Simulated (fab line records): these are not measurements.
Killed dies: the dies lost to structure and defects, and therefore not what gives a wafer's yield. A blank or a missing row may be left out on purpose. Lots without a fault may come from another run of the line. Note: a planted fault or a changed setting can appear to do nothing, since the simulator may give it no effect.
Split-lot study | flow rit_cmos | 23 wafers read from 5 lots, route of 202 steps

== SPLIT DETAILS ==
At RIT_GATE_EXPOSE_13 (exposes mask M6, target cd 150 nm), the setting dose_mj was moved away from the recipe's 380 on 4 of the 23 wafers read, by -2.9% to +2.1%. This setting was run at the recipe's value on the other wafers.

== FROM THE SPLIT TO THE READING: what the file shows between them, 5 steps ==
- RIT_GATE_PEB_14
- RIT_GATE_DEVELOP_15: develop time 50 s
- RIT_GATE_CD_MEAS_16: target cd 150 nm
- RIT_GATE_ETCH_19: etches poly-Si in SF6/CHF3/O2, stops on SiO2, time 165 s, target depth 312.5 nm (also split here: rf_w)
- RIT_GATE_STRIP_20: strips in O2, time 180 s

== THE READING ==
cd_nm, in nm, at RIT_GATE_CD_MEAS_90 (target cd 150 nm). On this fab line, fault-free wafers typically give 148.8 nm with a standard deviation of 2.8 nm.

wafer  | tool, chamber at the split | dose_mj as run | against the recipe | cd_nm, nm | against lot-mates on the recipe
L078.1 | iline_stepper-01, 0        | 380            | recipe             | 146.9     | -
L078.5 | iline_stepper-01, 0        | 380            | recipe             | 146.6     | -
L078.6 | iline_stepper-01, 0        | 380            | recipe             | 147.2     | -
L079.1 | iline_stepper-02, 0        | 380            | recipe             | 147.9     | -
L079.3 | iline_stepper-02, 0        | 380            | recipe             | 147.4     | -
L079.4 | iline_stepper-02, 0        | 380            | recipe             | 147.3     | -
L079.5 | iline_stepper-02, 0        | 380            | recipe             | 146.8     | -
L079.6 | iline_stepper-02, 0        | 380            | recipe             | 146.4     | -
L081.1 | iline_stepper-02, 0        | 387.8          | +2.1%              | 144.0     | -10.2
L081.2 | iline_stepper-02, 0        | 380            | recipe             | 155.1     | -
L081.3 | iline_stepper-02, 0        | 387.8          | +2.1%              | 142.1     | -12.1
L081.5 | iline_stepper-02, 0        | 380            | recipe             | 154.4     | -
L081.6 | iline_stepper-02, 0        | 380            | recipe             | 153.1     | -
L083.1 | iline_stepper-02, 0        | 380            | recipe             | 144.4     | -
L083.2 | iline_stepper-02, 0        | 380            | recipe             | 149.3     | -
L083.4 | iline_stepper-02, 0        | 380            | recipe             | 148.7     | -
L083.5 | iline_stepper-02, 0        | 380            | recipe             | 150.2     | -
L083.6 | iline_stepper-02, 0        | 380            | recipe             | 147.7     | -
L085.1 | iline_stepper-02, 0        | 368.8          | -2.9%              | 169.5     | +18.3
L085.2 | iline_stepper-02, 0        | 380            | recipe             | 150.3     | -
L085.3 | iline_stepper-02, 0        | 380            | recipe             | 151.6     | -
L085.4 | iline_stepper-02, 0        | 380            | recipe             | 151.6     | -
L085.5 | iline_stepper-02, 0        | 368.8          | -2.9%              | 166.9     | +15.7

THE FIT
A straight line over all 23 wafers: cd_nm changes by -5.28 nm for each +1% of dose_mj; r = -0.88; the points scatter about the line by 3.2 nm.
The same after taking each lot's own level away (the mean of its wafers on the recipe; 23 wafers): -5.66 nm for each +1%; r = -0.98; scatter 1.2 nm.
On that fit, the largest move of dose_mj shifts the reading by 17 nm.
The lots' own levels span 146.90 to 154.20 nm, that is 2.6 times the standard deviation above.
Hence the lot-to-lot level has little effect on the slope; both slopes agree.
Check: with one of the wafers moved furthest among these (-2.9%) left out of the fit, the line predicts +15.9 nm for it against its lot-mates. It came out at +18.3 nm against them.

== THE OTHER SPLITS THESE WAFERS WENT THROUGH ==
Other splits were also applied to these wafers ahead of the reading. Each is held against what the fit with the lots' levels taken away leaves over:
other split on the same wafers | wafers away from the commonest value | r with cd_nm (lot level and that fit taken away)
RIT_GATE_CLEAN_02 time_s       | 15                                   | -0.06
RIT_GATE_ETCH_19 rf_w          | 6                                    | +0.05

== THE WHOLE CHAIN: every reading that the file lists as answering this split, in the file's order ==
step                | what it does                                                                    | reading                                                                        | change (the file's fit)              | r (the file's)
RIT_GATE_CD_MEAS_16 | target cd 150 nm                                                                | cd_nm                                                                          | -5.7 nm for each +1% of the setting  | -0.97
RIT_GATE_ETCH_19    | etches poly-Si in SF6/CHF3/O2, stops on SiO2, time 165 s, target depth 312.5 nm | GATE.cd_nm (the simulator's own value, which no gauge read)                    | -5.67 nm for each +1% of the setting | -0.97
RIT_GATE_CD_MEAS_90 | target cd 150 nm                                                                | cd_nm                                                                          | -5.65 nm for each +1% of the setting | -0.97
RIT_M1_PROBE_99     |                                                                                 | etest.pmos_turned.r_on_ohm_um (the simulator's own value, which no gauge read) | -133 for each +1% of the setting     | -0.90
RIT_M1_PROBE_99     |                                                                                 | etest.pmos_0p15.r_on_ohm_um (the simulator's own value, which no gauge read)   | -134 for each +1% of the setting     | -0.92
RIT_M1_PROBE_99     |                                                                                 | etest.nmos_0p15.r_on_ohm_um (the simulator's own value, which no gauge read)   | -45.9 for each +1% of the setting    | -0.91

== FILE'S OWN FIT ==
cd_nm changes by -5.65 nm for each +1% of dose_mj, r = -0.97.
